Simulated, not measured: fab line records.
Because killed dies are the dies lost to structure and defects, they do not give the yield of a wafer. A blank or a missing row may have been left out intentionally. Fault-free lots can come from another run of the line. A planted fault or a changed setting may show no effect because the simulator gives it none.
Chamber matching | flow berkeley cmos170 | rie diel-02 running UCB170_NWELL_ETCH_13: 4 sister chambers
The step etches Si3N4 in CH3F/Ar/O2, stops on SiO2, target depth 246.4 nm, time 154 s. 16 wafers are shown with their chamber, then 8 later ones without.

WAFERS, EACH WITH ITS CHAMBER
wafer  | chamber | drypump motor current A (A) | throttle valve pct (%) | oes product au (a.u.)
L343.1 | 2       | 4.8                         | 8.16                   | 0.927
L343.3 | 0       | 5.6                         | 8.08                   | 0.954
L343.4 | 3       | 5.4                         | 7.97                   | 0.923
L345.1 | 1       | 5.5                         | 8.14                   | 0.940
L345.3 | 3       | 5.4                         | 7.95                   | 0.920
L345.5 | 1       | 5.5                         | 8.12                   | 0.940
L347.1 | 2       | 4.8                         | 8.16                   | 0.933
L347.3 | 1       | 5.5                         | 8.11                   | 0.934
L347.6 | 3       | 5.4                         | 7.96                   | 0.918
L350.2 | 3       | 5.4                         | 7.97                   | 0.937
L350.4 | 1       | 5.5                         | 8.14                   | 0.948
L350.5 | 3       | 5.4                         | 7.97                   | 0.925
L351.2 | 3       | 5.4                         | 7.94                   | 0.932
L351.3 | 2       | 4.9                         | 8.16                   | 0.935
L351.5 | 2       | 4.9                         | 8.17                   | 0.928
L355.2 | 1       | 5.5                         | 8.11                   | 0.945

SIGNATURES, as means of the wafers listed above
reading                 | chamber 0 | chamber 1 | chamber 2 | chamber 3 | scatter within a chamber
drypump motor current A | 5.600     | 5.500     | 4.850     | 5.400     | 0.0289
throttle valve pct      | 8.0800    | 8.1240    | 8.1625    | 7.9600    | 0.0122
oes product au          | 0.95400   | 0.94140   | 0.93075   | 0.92583   | 0.00596
Rule: for a wafer and a chamber, the distance is found by dividing, reading by reading, the gap between the wafer's reading and the chamber's mean by the reading's scatter, squaring, summing and taking the root. The wafer belongs to the nearest chamber; if the next one is less than 2 further off, it can't be placed. The scatter is the square root of a quotient: the sum, over the shown wafers, of each reading's squared deviation from its chamber's mean, divided by wafers minus chambers.

WAFERS WITH NO CHAMBER GIVEN
wafer  | drypump motor current A (A) | throttle valve pct (%) | oes product au (a.u.)
L355.3 | 5.4                         | 7.94                   | 0.916
L355.6 | 5.6                         | 8.07                   | 0.948
L361.2 | 4.8                         | 8.17                   | 0.927
L361.3 | 5.4                         | 7.95                   | 0.921
L361.6 | 5.4                         | 7.96                   | 0.933
L362.1 | 5.4                         | 7.95                   | 0.930
L362.5 | 4.8                         | 8.17                   | 0.948
L362.6 | 5.4                         | 7.95                   | 0.933

THE CHAMBER EACH PASSED THROUGH
wafer  | from the rows above | in truth
L355.3 | 3                   | 3
L355.6 | 0                   | 0
L361.2 | 2                   | 2
L361.3 | 3                   | 3
L361.6 | 3                   | 3
L362.1 | 3                   | 3
L362.5 | 2                   | 2
L362.6 | 3                   | 3
8 of 8 placed correctly. Not placeable from these rows: 0. Number placed wrongly: 0.
